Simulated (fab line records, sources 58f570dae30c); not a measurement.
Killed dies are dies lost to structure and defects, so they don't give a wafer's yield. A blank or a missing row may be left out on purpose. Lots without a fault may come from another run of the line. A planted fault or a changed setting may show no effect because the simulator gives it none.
Which tool did it? | flow berkeley_cmos170 | 14 lots, 42 wafers sampled, at 7 steps of a route of 331

WHAT THE GAUGES READ, wafer by wafer
UCB170_PLDD_CD_MEAS_06: target cd 1200 nm. Usual: cd_nm 1200.5 nm, standard deviation 1.6.
lot  | measured     | on        | cd_nm (nm)           | flag
L241 | day 7 08:26  | cd_sem-02 | 1202.0 1201.0 1202.2 |
L239 | day 7 09:01  | cd_sem-02 | 1199.9 1201.5 1200.7 |
L240 | day 7 09:46  | cd_sem-01 | 1199.6 1200.9 1201.9 |
L242 | day 7 23:37  | cd_sem-01 | 1202.1 1202.0 1201.8 |
L245 | day 8 08:26  | cd_sem-01 | 1198.2 1199.8 1198.8 |
L248 | day 8 17:46  | cd_sem-01 | 1199.2 1197.7 1199.2 |
L249 | day 8 18:25  | cd_sem-01 | 1201.8 1200.6 1202.1 |
L246 | day 8 18:32  | cd_sem-01 | 1199.9 1201.6 1199.9 |
L247 | day 8 19:35  | cd_sem-01 | 1200.7 1201.1 1200.5 |
L252 | day 9 21:35  | cd_sem-02 | 1199.3 1200.4 1198.9 |
L251 | day 9 21:51  | cd_sem-01 | 1200.3 1200.1 1200.0 |
L258 | day 11 06:55 | cd_sem-01 | 1203.2 1203.1 1202.2 |
L259 | day 11 23:32 | cd_sem-02 | 1201.5 1201.6 1201.8 |
L262 | day 12 07:37 | cd_sem-01 | 1199.7 1200.4 1200.9 |

UCB170_SDANNEAL_RS_MEAS_02: measures by four-point-probe. Usual: PSD_RS 75.53 ohm/sq, standard deviation 0.24.
lot  | measured     | on            | PSD_RS (ohm/sq)   | flag
L241 | day 7 21:41  | film_metro-01 | 75.73 75.80 75.61 |
L239 | day 7 22:18  | film_metro-04 | 75.63 75.41 75.51 |
L240 | day 7 21:58  | film_metro-03 | 75.64 75.22 75.47 |
L242 | day 8 13:57  | film_metro-04 | 75.77 75.46 75.69 |
L245 | day 8 22:06  | film_metro-04 | 75.56 75.40 75.42 |
L248 | day 9 12:43  | film_metro-03 | 75.91 75.42 75.23 |
L249 | day 9 13:24  | film_metro-04 | 75.63 75.57 75.31 |
L246 | day 9 13:00  | film_metro-01 | 75.59 75.70 75.92 |
L247 | day 9 13:26  | film_metro-03 | 69.97 69.53 69.85 | OFF
L252 | day 10 12:26 | film_metro-04 | 74.94 75.44 75.28 |
L251 | day 10 12:26 | film_metro-01 | 70.03 70.17 69.88 | OFF
L258 | day 11 19:16 | film_metro-01 | 75.66 75.59 75.14 |
L259 | day 12 14:35 | film_metro-04 | 75.83 75.86 75.57 |
L262 | day 12 23:58 | film_metro-03 | 75.29 75.32 75.47 |

UCB170_SDANNEAL_RS_MEAS_03: measures by four-point-probe. Usual: NSD_RS 37.24 ohm/sq, standard deviation 0.09.
lot  | measured     | on            | NSD_RS (ohm/sq)   | flag
L241 | day 7 21:48  | film_metro-01 | 37.18 37.37 37.24 |
L239 | day 7 22:25  | film_metro-04 | 37.25 37.31 37.22 |
L240 | day 7 22:05  | film_metro-03 | 37.35 37.26 37.34 |
L242 | day 8 14:04  | film_metro-04 | 37.34 37.31 37.36 |
L245 | day 8 22:13  | film_metro-04 | 37.28 37.22 37.24 |
L248 | day 9 12:50  | film_metro-03 | 37.28 37.41 37.32 |
L249 | day 9 13:31  | film_metro-04 | 37.27 37.37 37.32 |
L246 | day 9 13:07  | film_metro-01 | 37.15 37.21 37.28 |
L247 | day 9 13:34  | film_metro-03 | 36.05 36.01 36.02 | OFF
L252 | day 10 12:33 | film_metro-04 | 37.15 37.26 37.17 |
L251 | day 10 12:34 | film_metro-01 | 36.02 35.97 35.98 | OFF
L258 | day 11 19:23 | film_metro-01 | 37.10 37.08 36.98 |
L259 | day 12 14:42 | film_metro-04 | 37.28 37.09 37.24 |
L262 | day 13 00:05 | film_metro-03 | 37.33 37.42 37.36 |

UCB170_SDANNEAL_RS_MEAS_04: measures by four-point-probe. Usual: PLDD_RS 1030.8 ohm/sq, standard deviation 2.6.
lot  | measured     | on            | PLDD_RS (ohm/sq)     | flag
L241 | day 7 21:55  | film_metro-01 | 1028.1 1027.1 1027.2 |
L239 | day 7 22:32  | film_metro-04 | 1027.3 1026.8 1029.7 |
L240 | day 7 22:12  | film_metro-03 | 1031.4 1031.1 1031.6 |
L242 | day 8 14:11  | film_metro-04 | 1030.1 1032.1 1031.1 |
L245 | day 8 22:20  | film_metro-04 | 1032.6 1033.1 1029.7 |
L248 | day 9 12:57  | film_metro-03 | 1034.3 1034.0 1032.4 |
L249 | day 9 13:38  | film_metro-04 | 1030.4 1032.3 1030.8 |
L246 | day 9 13:14  | film_metro-01 | 1025.0 1030.4 1027.4 |
L247 | day 9 13:41  | film_metro-03 | 1017.4 1020.2 1015.6 | OFF
L252 | day 10 12:40 | film_metro-04 | 1031.4 1030.9 1031.5 |
L251 | day 10 12:41 | film_metro-01 | 1023.4 1020.1 1026.6 |
L258 | day 11 19:31 | film_metro-01 | 1033.5 1034.1 1032.1 |
L259 | day 12 14:49 | film_metro-04 | 1031.4 1030.4 1031.3 |
L262 | day 13 00:12 | film_metro-03 | 1031.2 1031.4 1033.6 |

UCB170_CONTACT_CD_MEAS_15: target cd 700 nm. Usual: cd_nm 700.5 nm, standard deviation 1.3.
lot  | measured     | on        | cd_nm (nm)        | flag
L241 | day 8 03:41  | cd_sem-02 | 700.3 702.3 702.5 |
L239 | day 8 04:58  | cd_sem-01 | 700.8 700.9 701.1 |
L240 | day 8 03:59  | cd_sem-02 | 701.2 700.9 701.7 |
L242 | day 8 19:58  | cd_sem-01 | 700.6 700.9 700.1 |
L245 | day 9 03:16  | cd_sem-01 | 702.9 702.7 701.9 |
L248 | day 9 17:23  | cd_sem-01 | 702.4 703.6 701.0 |
L249 | day 9 19:07  | cd_sem-02 | 700.7 700.3 700.0 |
L246 | day 9 17:39  | cd_sem-02 | 703.4 701.6 702.1 |
L247 | day 9 19:36  | cd_sem-02 | 700.2 699.9 699.8 |
L252 | day 10 17:14 | cd_sem-01 | 700.8 700.1 699.9 |
L251 | day 10 17:59 | cd_sem-01 | 701.0 701.1 700.3 |
L258 | day 12 02:38 | cd_sem-02 | 699.1 697.9 698.9 |
L259 | day 12 19:56 | cd_sem-01 | 702.9 700.9 702.4 |
L262 | day 13 07:54 | cd_sem-02 | 699.0 698.2 700.0 |

WHICH TOOL RAN EACH LOT (tool, then ch and the chambers of the sampled wafers, then the start)
lot  | UCB170_PSD_STRIP_09                  | UCB170_SDANNEAL_RTA_01
L241 | plasma_asher-01 ch 0,1, day 7 17:58  | rtp_anneal-02 ch 0, day 7 21:38
L239 | plasma_asher-04 ch 0,1, day 7 18:41  | rtp_anneal-02 ch 0, day 7 22:14
L240 | plasma_asher-02 ch 0,1, day 7 18:29  | rtp_anneal-01 ch 0, day 7 21:53
L242 | plasma_asher-02 ch 1, day 8 09:46    | rtp_anneal-01 ch 0, day 8 13:53
L245 | plasma_asher-04 ch 0,1, day 8 17:55  | rtp_anneal-02 ch 0, day 8 22:02
L248 | plasma_asher-01 ch 0,1, day 9 07:49  | rtp_anneal-01 ch 0, day 9 12:38
L249 | plasma_asher-04 ch 0,1, day 9 08:08  | rtp_anneal-01 ch 0, day 9 13:20
L246 | plasma_asher-02 ch 0,1, day 9 08:23  | rtp_anneal-02 ch 0, day 9 12:57
L247 | plasma_asher-02 ch 0,1, day 9 08:01  | rtp_anneal-02 ch 0, day 9 13:23
L252 | plasma_asher-01 ch 0,1, day 10 09:19 | rtp_anneal-01 ch 0, day 10 12:20
L251 | plasma_asher-04 ch 0,1, day 10 09:10 | rtp_anneal-02 ch 0, day 10 12:22
L258 | plasma_asher-01 ch 0,1, day 11 16:15 | rtp_anneal-01 ch 0, day 11 19:12
L259 | plasma_asher-01 ch 0,1, day 12 10:51 | rtp_anneal-01 ch 0, day 12 14:31
L262 | plasma_asher-02 ch 0,1, day 12 20:44 | rtp_anneal-01 ch 0, day 12 23:53
- UCB170_PSD_STRIP_09: strips in O2.
- UCB170_SDANNEAL_RTA_01: time 5 s.

WHAT THE TOOLS THEMSELVES READ (means of the sampled wafers that have a number; where no wafer has one, the mark that the record gives instead)
UCB170_PSD_STRIP_09. Usual: chamber_pressure_mTorr 3499.8 mTorr, standard deviation 2.9; drypump_motor_current_A 5.9 A, standard deviation 0.55; oes_product_au 0.600 a.u., standard deviation 0.005; strip_time_to_endpoint_s 29.42 s, standard deviation 0.071.
lot  | tool            | chamber_pressure_mTorr (mTorr) | drypump_motor_current_A (A) | oes_product_au (a.u.) | strip_time_to_endpoint_s (s) | flag
L241 | plasma_asher-01 | 3498.6                         | 5.4                         | 0.598                 | 29.38                        |
L239 | plasma_asher-04 | 3501.0                         | 5.9                         | 0.600                 | 29.44                        |
L240 | plasma_asher-02 | 3501.0                         | 6.5                         | 0.597                 | 29.50                        |
L242 | plasma_asher-02 | 3499.3                         | 6.1                         | 0.599                 | 29.36                        |
L245 | plasma_asher-04 | 3496.8                         | 5.7                         | 0.596                 | 29.48                        |
L248 | plasma_asher-01 | 3497.5                         | 5.2                         | 0.595                 | 29.44                        |
L249 | plasma_asher-04 | 3497.7                         | 5.9                         | 0.604                 | 29.34                        |
L246 | plasma_asher-02 | 3499.4                         | 6.3                         | 0.607                 | 29.35                        |
L247 | plasma_asher-02 | 3500.6                         | 6.3                         | 0.598                 | 29.48                        |
L252 | plasma_asher-01 | 3501.2                         | 5.4                         | 0.596                 | 29.50                        |
L251 | plasma_asher-04 | 3497.8                         | 5.9                         | 0.599                 | 29.37                        |
L258 | plasma_asher-01 | 3500.5                         | 5.2                         | 0.603                 | 29.43                        |
L259 | plasma_asher-01 | 3498.9                         | 5.4                         | 0.603                 | 29.45                        |
L262 | plasma_asher-02 | 3497.3                         | 6.3                         | 0.603                 | 29.40                        |

UCB170_SDANNEAL_RTA_01. Usual: lamp_power_pct 33.4 %, standard deviation 2.1; wafer_temp_C_max 1055.2, standard deviation 2.
lot  | tool          | lamp_power_pct (%) | wafer_temp_C_max | flag
L241 | rtp_anneal-02 | 35.3               | 1055.4           |
L239 | rtp_anneal-02 | 35.4               | 1056.9           |
L240 | rtp_anneal-01 | 31.1               | 1053.1           |
L242 | rtp_anneal-01 | 31.1               | 1053.6           |
L245 | rtp_anneal-02 | 35.4               | 1057.3           |
L248 | rtp_anneal-01 | 31.1               | 1052.7           |
L249 | rtp_anneal-01 | 31.1               | 1053.3           |
L246 | rtp_anneal-02 | 35.4               | 1057.9           |
L247 | rtp_anneal-02 | 35.4               | 1056.7           |
L252 | rtp_anneal-01 | 31.0               | 1052.6           |
L251 | rtp_anneal-02 | 35.4               | 1058.2           |
L258 | rtp_anneal-01 | 31.1               | 1053.2           |
L259 | rtp_anneal-01 | 31.0               | 1053.4           |
L262 | rtp_anneal-01 | 31.1               | 1053.0           |

THE ANSWER, worked out from the rows above alone
Rule: a lot is off if the mean of its wafers that have a number lies more than 3 standard deviations from the usual mean. A lot without any number at a reading at which 4 lots or more have one is off too. The other lots that the step has rows for count as sound. The gauges are gone through in route order, then the tools' own readings, and for those a lot's mean is taken as printed above. The first step at which some lot is off is used, and at that step the reading that is off furthest; a lot without a number counts as furthest.
Off: L247, L251, at UCB170_SDANNEAL_RS_MEAS_02 (PSD_RS).
A tool fits if, at a process step before that reading, it ran every lot that is off, and no sound lot after the first of them. The gauges at UCB170_SDANNEAL_RS_MEAS_02 are tried like those tools. One fits: rtp_anneal-02 at UCB170_SDANNEAL_RTA_01. Its last sound lot is L246 (day 9 12:57), its first lot that is off L247 (day 9 13:23): a fault that began between those two fits.

WHAT THE SIMULATOR HAD PUT IN
Process parameter drift: rtp_anneal-02, from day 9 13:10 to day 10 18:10, at UCB170_SDANNEAL_RTA_01. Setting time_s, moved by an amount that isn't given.
Lots struck among those shown: L247, L251. The rule above found the same.
